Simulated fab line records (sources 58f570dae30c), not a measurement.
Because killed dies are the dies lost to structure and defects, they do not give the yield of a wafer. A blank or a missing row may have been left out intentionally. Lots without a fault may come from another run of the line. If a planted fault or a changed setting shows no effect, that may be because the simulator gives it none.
Chamber matching    flow berkeleyCmos170    UCB170_V2_ETCH_14 on rieDiel-02: 4 sister chambers
The step etches SiO2 in CHF3/CF4/Ar, stops on Al, target depth 1250 nm, time 291 s. 8 wafers are shown with their chamber, then 7 later ones without.

## EACH WAFER AND ITS CHAMBER
wafer   chamber  throttleValvePct (%)  drypumpMotorCurrentA (A)
L692.4  3        6.95                  5.1
L692.5  1        7.02                  5.6
L699.5  3        6.94                  5.1
L700.1  2        7.02                  5.9
L700.3  0        6.77                  5.6
L700.4  1        7.02                  5.6
L704.1  2        7.00                  5.8
L704.3  0        6.76                  5.8

## WAFERS WHOSE CHAMBER IS MISSING
wafer   throttleValvePct (%)  drypumpMotorCurrentA (A)
L704.6  6.77                  5.7
L708.1  7.03                  5.7
L708.3  7.03                  5.7
L708.6  7.02                  5.7
L711.2  6.93                  5.1
L711.5  7.00                  5.8
L711.6  7.01                  5.6

## WHICH CHAMBER EACH ONE RAN IN
wafer   from the rows above      in truth
L704.6  0                        0
L708.1  can't be placed: 1 or 2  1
L708.3  can't be placed: 1 or 2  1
L708.6  can't be placed: 1 or 2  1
L711.2  3                        3
L711.5  2                        2
L711.6  1                        1
Correct placement for 4 of the 7. Can't be placed from these rows: 3 (the true chamber is among the candidates in 3). Placed wrongly: 0.
How it was worked out, from the rows above alone: a wafer's distance from a chamber is the root of the sum, over the readings, of the square of ((its reading less the chamber's mean) divided by the reading's scatter). The wafer belongs to the nearest chamber; if the next one is less than 2 further off, it can't be placed. The mean given for a chamber averages the wafers shown for that chamber. The scatter: the root of (the sum of the squares of (reading less its chamber's mean) over the shown wafers, divided by (wafers less chambers)).
